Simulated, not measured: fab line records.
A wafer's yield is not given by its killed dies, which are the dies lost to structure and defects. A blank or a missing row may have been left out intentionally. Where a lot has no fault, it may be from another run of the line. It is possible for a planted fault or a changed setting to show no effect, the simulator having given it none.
Problem report in the 8D (eight disciplines) form, filled by code | flow berkeleyCmos170 | the parts of the form that need people (team, actions taken, sign-off) are left out

## 1. THE ISSUE
Mean NSD_TW at UCB170_NSD_TW_MEAS_10: 4006 over 6 wafers in 2 lots; fault-free wafers: 4181, standard deviation 36. That is -4.9 standard deviations from the usual mean.
Seen first at day 8 14:59 on filmMetro-01, wafer L571.1. Wafers with a number at this step in the record: 42, from 14 lots. Rule for "out", or "out of limits": more than 4 standard deviations from the usual mean. Any other wafer with a number is counted as sound.

## 2. WHAT IT IS, AND WHAT IT ISN'T
question                    | is                     | is not
which readings at this step | NSD_TW                 | -
which lots                  | L568, L571             | L562, L564, L565, L566, L567, L569, L570, L572, L573, L579, L581, L584
which wafers of those lots  | all that have a number | -
read on which gauges        | filmMetro-01           | filmMetro-02, filmMetro-03
when                        | from day 8 14:59       | up to then (18 sound wafers); but 18 sound wafers of L570, L572, L573, L579, L581, L584 came after

## 3. THE SUSPECTS, EACH WITH WHAT RULES IT OUT
Counting: a tool at a process step up to the reading stays a suspect if it ran every lot that is out and no sound lot after the first of them.
- the gauge at UCB170_NSD_TW_MEAS_10: ruled out. All the wafers that are out were read on filmMetro-01, but those of them that UCB170_NSD_IMPLANT_08 has rows for are out there too, on other tools.
- implanter-03 at UCB170_NSD_IMPLANT_08: kept. It ran every lot that is out, first L571 (day 8 14:44), and no sound lot after that; its last sound lot up to then is L569 (day 8 09:43). Its own doseIonsCm2, faradayCurrentUA readings are out on those wafers.
Remaining after the count: implanter-03 at UCB170_NSD_IMPLANT_08.

## 4. THE CAUSE (what the simulator had put in)
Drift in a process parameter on implanter-03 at UCB170_NSD_IMPLANT_08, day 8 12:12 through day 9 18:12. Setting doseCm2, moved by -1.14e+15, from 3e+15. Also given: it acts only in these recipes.
Only this tool survived the counting.

## 5. THE CHAIN OF EFFECTS, in route order
Each row: a reading whose mean over the struck wafers that have a number lies more than 3 standard deviations from the usual. Only readings whose record carries a usual standard deviation are examined. hours: median over the lots of the time between each lot's start at the first step of this table that gives one and its start at this step. sigmas: the change, counted in usual standard deviations.
hours | step                       | reading                | usual         | on struck wafers | change    | sigmas
0     | UCB170_NSD_IMPLANT_08      | doseIonsCm2            | 3e+15         | 2e+15            | -1e+15    | -99 or more
0     | UCB170_NSD_IMPLANT_08      | endStationPressureTorr | 1.26e-05 Torr | 9.87e-06         | -2.73e-06 | -4.1
0     | UCB170_NSD_IMPLANT_08      | faradayCurrentUA       | 9262          | 5822             | -3440     | -19
0     | UCB170_NSD_STRIP_09        | oesProductAu           | 0.534 a.u.    | 0.575            | +0.041    | +8.7
0     | UCB170_NSD_STRIP_09        | stripTimeToEndpointS   | 35.82 s       | 31.45            | -4.37     | -61
0     | UCB170_NSD_TW_MEAS_10      | NSD_TW                 | 4181          | 4006             | -175      | -4.9
1     | UCB170_SDANNEAL_RS_MEAS_03 | NSD_RS                 | 37.24 ohm/sq  | 49.22            | +11.98    | +99 or more
Process steps it contains:
- UCB170_NSD_IMPLANT_08
- UCB170_NSD_STRIP_09: strips in O2.

## 6. HOW IT WOULD HAVE BEEN CAUGHT EARLIER
In this record the first reading out of limits at a measuring or inspecting step was taken at day 8 14:59, 3 hours after the fault began at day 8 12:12.
Tool's own readings at UCB170_NSD_IMPLANT_08, doseIonsCm2, faradayCurrentUA: out on all struck wafers the step has rows for; an alarm limit on them would have tripped on the first.
Of the lots that are out (2), L568 began UCB170_NSD_IMPLANT_08 on implanter-03 after day 8 14:59. Had the tool been put on hold then, it would have been spared.
